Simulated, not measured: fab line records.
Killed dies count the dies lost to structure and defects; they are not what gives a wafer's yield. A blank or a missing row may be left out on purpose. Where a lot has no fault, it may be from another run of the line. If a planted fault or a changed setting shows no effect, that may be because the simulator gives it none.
A lot that was struck, set against a sound lot :: flow rit-cmos :: 31 steps out of a route of 202
Sound: the wafers L272.2, L272.3, L272.6. Struck: wafer L288.4 (left out: L288.2, L288.6 of the same lot, which were not struck); the cause appears at the end.
At each step with rows: each side's tool, then ch and its chambers, then its first start. Under that, the readings that differ: sound wafers :: struck wafers :: difference of the means :: sigmas: that difference in standard deviations of wafers without a fault.
alike: words and numbers the same on both sides, and readings whose means are apart by under 2 such deviations; not compared: readings that were withheld, readings missing a value for some wafer, numbers with overlapping values and no deviation given by the record, and bounds like >300 which may hide the same value.
The two part at a step that has a row with sigmas, a row that says differs or no value, or rows on one side only. Non-overlapping numbers with no deviation appear without sigmas and do not part them. A reading missing from all wafers of one side parts the sides only when that side holds two or more wafers.

first, 4 steps without rows for these wafers: RIT_CONTACT_SOFTBAKE_04 (time 60 s); RIT_CONTACT_EXPOSE_05 (exposes mask M11, target cd 1000 nm); RIT_CONTACT_PEB_06; RIT_CONTACT_DEVELOP_07 (develop time 120 s).
RIT_CONTACT_CD_MEAS_08: the cd target is 1000 nm.
  sound: cd-sem-02 at day 3 14:53; struck: cd-sem-02 at day 6 18:18
  alike: cd-nm
RIT_CONTACT_OVL_MEAS_09:
  sound: overlay-02 at day 3 14:59; struck: overlay-02 at day 6 18:25
  alike: CONTACT_OVL
then, 1 step without rows for these wafers: RIT_CONTACT_HARDBAKE_10 (time 60 s).
RIT_CONTACT_ETCH_11: etches SiO2 in CHF3/CF4/Ar, stops on TiSi2, target depth 480 nm, time 320 s.
  sound on rie-diel-02 ch 0,2,3, day 3 15:10; struck on rie-diel-03 ch 0, day 6 18:44
  alike: drypump-motor-current-A, oes-product-au, throttle-valve-pct
  not compared: rf-hours-counter-h
RIT_CONTACT_STRIP_12: strips in O2, time 180 s.
  sound on plasma-asher-04 ch 0,1, day 3 15:22; struck on plasma-asher-02 ch 1, day 6 18:55
  alike: drypump-motor-current-A
  not compared: rf-hours-counter-h
RIT_CONTACT_CD_MEAS_90: the cd target is 1000 nm.
  sound: cd-sem-01 at day 3 15:34; struck: cd-sem-02 at day 6 19:07
  alike: cd-nm
then, 2 steps without rows for these wafers: RIT_CONTACT_CLEAN_13 (cleans in SC1, time 600 s); RIT_CONTACT_CLEAN_14 (cleans in SC2, time 600 s).
RIT_M1_SPUTTER_00: material Al, target thk 400 nm, time 500 s.
  sound: pvd-sputter-04 at day 3 16:12; struck: pvd-sputter-04 at day 6 19:35
  alike: throttle-valve-pct
RIT_M1_RS_MEAS_01: uses a four-point probe to measure.
  sound: film-metro-01 at day 3 16:31; struck: film-metro-02 at day 6 19:54
  alike: M1_AL_RS
RIT_M1_THK_MEAS_02: measures by xrf.
  sound: film-metro-01 at day 3 16:38; struck: film-metro-02 at day 6 20:01
  alike: M1_AL_THK
then, 6 steps without rows for these wafers: RIT_M1_HMDS_03 (prime time 60 s); RIT_M1_COAT_04 (resist thk 1300 nm); RIT_M1_SOFTBAKE_05 (time 60 s); RIT_M1_EXPOSE_06 (exposes mask M12, target cd 2600 nm); RIT_M1_PEB_07; RIT_M1_DEVELOP_08 (develop time 68 s).
RIT_M1_CD_MEAS_09: the cd target is 2600 nm.
  sound: cd-sem-02 at day 3 17:35; struck: cd-sem-01 at day 6 20:58
  alike: cd-nm
RIT_M1_OVL_MEAS_10:
  sound: overlay-02 at day 3 17:41; struck: overlay-02 at day 6 21:04
  alike: M1_OVL
then, 1 step without rows for these wafers: RIT_M1_HARDBAKE_11 (time 120 s).
RIT_M1_METAL_ETCH_12: etches Al in Cl2/BCl3, stops on SiO2, time 165 s, target depth 600 nm.
  sound on rie-metal-02 ch 0,1, day 3 17:58; struck on rie-metal-03 ch 1, day 6 21:20
  alike: drypump-motor-current-A, oes-product-au, throttle-valve-pct
  not compared: rf-hours-counter-h
then, 1 step without rows for these wafers: RIT_M1_STRIP_13 (strips in nmp, time 600 s).
RIT_M1_STRIP_14: strips in O2, time 180 s.
  sound on plasma-asher-03 ch 1, day 3 18:18; struck on plasma-asher-04 ch 1, day 6 21:41
  alike: drypump-motor-current-A
  not compared: rf-hours-counter-h
RIT_M1_CD_MEAS_90: the cd target is 2600 nm.
  sound: cd-sem-01 at day 3 18:29; struck: cd-sem-01 at day 6 21:53
  alike: cd-nm
then, 1 step without rows for these wafers: RIT_M1_ANNEAL_15 (time 1800 s).
RIT_M1_BOW_MEAS_16:
  sound: film-metro-01 at day 3 20:07; struck: film-metro-02 at day 6 23:30
  alike: M1_BOW
RIT_M1_PROBE_99:
  sound: prober-02 at day 3 20:16; struck: prober-02 at day 6 23:45
reading: defect-limited-yield (%)
sound: 96.6 96.6 97.0
struck: 84.8
difference: -11.9
sigmas: -10

reading: killed_at_M0_to_M3
sound: 0 0 0
struck: 35
difference: +35
sigmas: +99 or more

reading: killed-dies
sound: 9 9 8
struck: 40
difference: +31
sigmas: +10

reading: killed-short
sound: 4 5 6
struck: 1
difference: -4
sigmas: -2

reading: sort_bin_3_pad_short (%)
sound: 0 0 0
struck: 3.4
difference: +3.4
sigmas: +14

reading: sort_bin_5_function (%)
sound: 1.9 1.1 2.3
struck: 9.5
difference: +7.7
sigmas: +9

reading: sort-n-pass
sound: 255 255 256
struck: 224
difference: -31
sigmas: -10

reading: sort-yield-pct (%)
sound: 96.6 96.6 97.0
struck: 84.8
difference: -11.9
sigmas: -10

reading: model.etest.tester.sort-n-pass
sound: 255 255 256
struck: 224
difference: -31
sigmas: 

reading: model.etest.tester.sort-yield-pct (%)
sound: 96.59 96.59 96.97
struck: 84.85
difference: -11.87
sigmas: 

reading: model.etest.tester.sort_bin_5_pct (%)
sound: 1.894 1.136 2.273
struck: 9.47
difference: +7.70
sigmas: 

reading: model.etest.tester.sort_bin_3_pct (%)
sound: 0 0 0
struck: 3.409
difference: +3.409
sigmas: 
  alike: killed-at-front-end, killed-open, sort_bin_6_memory
  not compared: model.etest.tester.sort_bin_6_pct

## WHERE THEY PART
Only at RIT_M1_PROBE_99, as far as this record shows.

WHY: what the simulator had put in
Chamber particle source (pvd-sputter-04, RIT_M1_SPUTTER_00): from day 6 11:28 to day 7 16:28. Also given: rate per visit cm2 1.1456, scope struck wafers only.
